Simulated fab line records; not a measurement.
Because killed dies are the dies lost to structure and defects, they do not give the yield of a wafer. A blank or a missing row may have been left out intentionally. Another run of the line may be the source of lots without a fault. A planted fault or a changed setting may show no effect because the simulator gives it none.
Chamber matching + flow berkeley cmos170 + UCB170_GATE_ETCH_15 on rie si-02: 4 sister chambers
The step etches poly-Si in HBr/Cl2, stops on SiO2, time 56.3 s, target depth 278.2 nm. 14 wafers are shown with their chamber, then 7 later ones without.

== EACH WAFER AND ITS CHAMBER ==
| wafer  | chamber | drypump motor current A (A) | throttle valve pct (%) | oes product au (a.u.) |
|--------|---------|-----------------------------|------------------------|-----------------------|
| L700.2 | 3       | 5.3                         | 26.45                  | 0.821                 |
| L700.4 | 3       | 5.3                         | 26.44                  | 0.827                 |
| L700.5 | 0       | 6.1                         | 26.32                  | 0.836                 |
| L703.3 | 1       | 6.3                         | 26.26                  | 0.822                 |
| L703.4 | 3       | 5.2                         | 26.43                  | 0.831                 |
| L703.6 | 0       | 6.1                         | 26.33                  | 0.826                 |
| L705.1 | 3       | 5.3                         | 26.45                  | 0.825                 |
| L705.4 | 0       | 6.0                         | 26.34                  | 0.840                 |
| L705.6 | 2       | 5.3                         | 26.24                  | 0.829                 |
| L713.1 | 3       | 5.3                         | 26.44                  | 0.835                 |
| L713.2 | 1       | 6.3                         | 26.27                  | 0.834                 |
| L713.6 | 2       | 5.3                         | 26.25                  | 0.830                 |
| L717.2 | 0       | 6.0                         | 26.33                  | 0.828                 |
| L717.4 | 1       | 6.3                         | 26.29                  | 0.834                 |

SIGNATURES (averages over the wafers above)
| reading                 | chamber 0 | chamber 1 | chamber 2 | chamber 3 | scatter within a chamber |
|-------------------------|-----------|-----------|-----------|-----------|--------------------------|
| drypump motor current A | 6.050     | 6.300     | 5.300     | 5.280     | 0.0424                   |
| throttle valve pct      | 26.3300   | 26.2733   | 26.2450   | 26.4420   | 0.00998                  |
| oes product au          | 0.83250   | 0.83000   | 0.82950   | 0.82780   | 0.00587                  |
Rule: distance of a wafer from a chamber = root of the sum over the readings of ((wafer's reading minus chamber's mean) / reading's scatter) squared. The wafer belongs to the nearest chamber; if the next one is less than 2 further off, it can't be placed. The scatter: the root of (the sum of the squares of (reading less its chamber's mean) over the shown wafers, divided by (wafers less chambers)).

== WAFERS WHOSE CHAMBER IS MISSING ==
| wafer  | drypump motor current A (A) | throttle valve pct (%) | oes product au (a.u.) |
|--------|-----------------------------|------------------------|-----------------------|
| L717.6 | 6.3                         | 26.27                  | 0.826                 |
| L721.1 | 6.1                         | 26.32                  | 0.832                 |
| L721.4 | 5.3                         | 26.42                  | 0.828                 |
| L721.6 | 5.3                         | 26.45                  | 0.831                 |
| L720.2 | 6.0                         | 26.32                  | 0.835                 |
| L720.3 | 5.3                         | 26.44                  | 0.820                 |
| L720.6 | 5.3                         | 26.24                  | 0.830                 |

== CHAMBER TAKEN BY EACH ==
| wafer  | from the rows above | in truth |
|--------|---------------------|----------|
| L717.6 | 1                   | 1        |
| L721.1 | 0                   | 0        |
| L721.4 | 3                   | 3        |
| L721.6 | 3                   | 3        |
| L720.2 | 0                   | 0        |
| L720.3 | 3                   | 3        |
| L720.6 | 2                   | 2        |
7 of 7 placed correctly. Not placeable from these rows: 0. Wrongly placed: 0.
